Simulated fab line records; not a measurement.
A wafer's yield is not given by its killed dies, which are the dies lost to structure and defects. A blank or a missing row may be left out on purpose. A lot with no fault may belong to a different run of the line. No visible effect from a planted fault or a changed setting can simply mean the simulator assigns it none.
A lot that was struck, set against a sound lot | flow berkeleyCmos170 | 27 steps out of a route of 331
Sound: the wafers L171.1, L171.2, L171.4. The struck wafers were L174.1, L174.2, L174.5. The cause is given at the end.
Each step with rows lists, per side, the tool, then ch with its chambers, then its first start. Under that, the readings that differ: sound wafers | struck wafers | difference of the means | sigmas: that difference in standard deviations of wafers without a fault.
alike: readings whose means differ by less than 2 such deviations, and words and numbers that are the same on both sides. not compared: withheld readings, readings that some wafer has no value for, bounds like >300 that may hide the same value, and numbers for which the record gives no deviation and whose values overlap.
A row with sigmas, a row that says differs or no value, or rows on one side alone: a step with any of these is where the two part. Non-overlapping numbers with no deviation appear without sigmas and do not part them. Lack of a reading on every wafer of one side parts them only where that side has two or more wafers.

first, 1 step without rows for these wafers: UCB170_PSD_IMPLANT_08.
UCB170_PSD_STRIP_09: strips in O2.
  sound on plasmaAsher-02 ch 0,1, day 9 21:10; struck on plasmaAsher-04 ch 0,1, day 10 17:45
  alike: drypumpMotorCurrentA, oesProductAu, stripTimeToEndpointS
  not compared: rfHoursCounterH
UCB170_PSD_TW_MEAS_10:
  sound on filmMetro-01, day 9 21:16; struck on filmMetro-03, day 10 17:51
  alike: PSD_TW
then, 7 steps without rows for these wafers: UCB170_PSD_CLEAN_11 (cleans in SPM, time 600 s); UCB170_NSD_HMDS_00 (prime time 60 s); UCB170_NSD_COAT_01 (resist thk 900 nm); UCB170_NSD_SOFTBAKE_02 (time 57.68 s); UCB170_NSD_EXPOSE_03 (exposes mask NSELECT MOD, target cd 1200 nm); UCB170_NSD_PEB_04; UCB170_NSD_DEVELOP_05 (develop time 45 s).
UCB170_NSD_CD_MEAS_06: target cd 1200 nm.
  sound on cdSem-02, day 10 02:49; struck on cdSem-01, day 10 21:15
  alike: cdNm
UCB170_NSD_OVL_MEAS_07:
  sound on overlay-02, day 10 02:56; struck on overlay-01, day 10 21:22
  alike: NSD_OVL
UCB170_NSD_IMPLANT_08:
  sound on implanter-04 ch 0, day 10 02:58; struck on implanter-04 ch 0, day 10 21:25
reading                       | sound                         | struck                  | difference | sigmas
doseIonsCm2                   | 2.997e+15 3.002e+15 2.999e+15 | 5.98e+14 6e+14 5.97e+14 | -2.40e+15  | -99 or more
endStationPressureTorr (Torr) | 1.33e-05 1.32e-05 1.33e-05    | 6.4e-06 6.3e-06 7e-06   | -6.7e-06   | -10
faradayCurrentUA              | 9360 9225 9441                | 1832 1861 1892          | -7480      | -42
  alike: beamEnergyKeV
UCB170_NSD_STRIP_09: strips in O2.
  sound on plasmaAsher-02 ch 0,1, day 10 03:07; struck on plasmaAsher-03 ch 0,1, day 10 21:34
reading                  | sound             | struck            | difference | sigmas
oesProductAu (a.u.)      | 0.522 0.530 0.537 | 0.700 0.704 0.700 | +0.172     | +39
stripTimeToEndpointS (s) | 35.77 35.82 35.74 | 23.19 23.16 23.00 | -12.66     | -99 or more
  alike: drypumpMotorCurrentA
  not compared: rfHoursCounterH
UCB170_NSD_TW_MEAS_10:
  sound on filmMetro-01, day 10 03:13; struck on filmMetro-02, day 10 21:40
reading | sound          | struck         | difference | sigmas
NSD_TW  | 4161 4156 4156 | 3118 3120 3115 | -1040      | -37
then, 4 steps without rows for these wafers: UCB170_NSD_CLEAN_11 (cleans in SPM, time 600 s); UCB170_BACKSIDE_HMDS_00 (prime time 60 s); UCB170_BACKSIDE_COAT_01 (resist thk 900 nm); UCB170_BACKSIDE_SOFTBAKE_02 (time 60 s).
UCB170_BACKSIDE_STRIP_03: strips in O2.
  sound on plasmaAsher-03 ch 0,1, day 10 03:54; struck on plasmaAsher-04 ch 0,1, day 10 22:31
  alike: drypumpMotorCurrentA, oesProductAu, stripTimeToEndpointS
  not compared: rfHoursCounterH
then, 1 step without rows for these wafers: UCB170_BACKSIDE_CLEAN_04 (cleans in SPM, time 600 s).
UCB170_SDANNEAL_RTA_00: time 10 s.
  sound on rtpAnneal-02 ch 0, day 10 04:20; struck on rtpAnneal-02 ch 0, day 10 22:54
  alike: chamberO2Ppm, lampPowerPct, wafer_temp_C_max
UCB170_SDANNEAL_RTA_01: time 5 s.
  sound on rtpAnneal-02 ch 0, day 10 04:25; struck on rtpAnneal-02 ch 0, day 10 22:58
  alike: chamberO2Ppm, lampPowerPct, wafer_temp_C_max
UCB170_SDANNEAL_RS_MEAS_02: measures by four-point-probe.
  sound on filmMetro-02, day 10 04:28; struck on filmMetro-01, day 10 23:02
reading         | sound          | struck         | difference | sigmas
PSD_RS (ohm/sq) | 75.8 76.3 76.3 | 74.9 75.2 75.1 | -1.1       | -3
UCB170_SDANNEAL_RS_MEAS_03: measures by four-point-probe.
  sound on filmMetro-02, day 10 04:35; struck on filmMetro-01, day 10 23:09
reading         | sound             | struck               | difference | sigmas
NSD_RS (ohm/sq) | 37.19 37.21 37.24 | 118.86 118.55 120.47 | +82.08     | +99 or more
UCB170_SDANNEAL_RS_MEAS_04: measures by four-point-probe.
  sound on filmMetro-02, day 10 04:43; struck on filmMetro-01, day 10 23:16
  alike: PLDD_RS
UCB170_M3_PROBE_99:
  the record holds rows for the sound wafers here (prober-02, day 11 05:25) but none for the struck ones

WHERE THEY PART
Last at UCB170_M3_PROBE_99 as far as this record goes, first at UCB170_NSD_IMPLANT_08.

WHY: the cause the simulator had injected
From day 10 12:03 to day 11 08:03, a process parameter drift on implanter-04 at UCB170_NSD_IMPLANT_08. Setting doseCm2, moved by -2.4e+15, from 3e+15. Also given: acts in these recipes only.
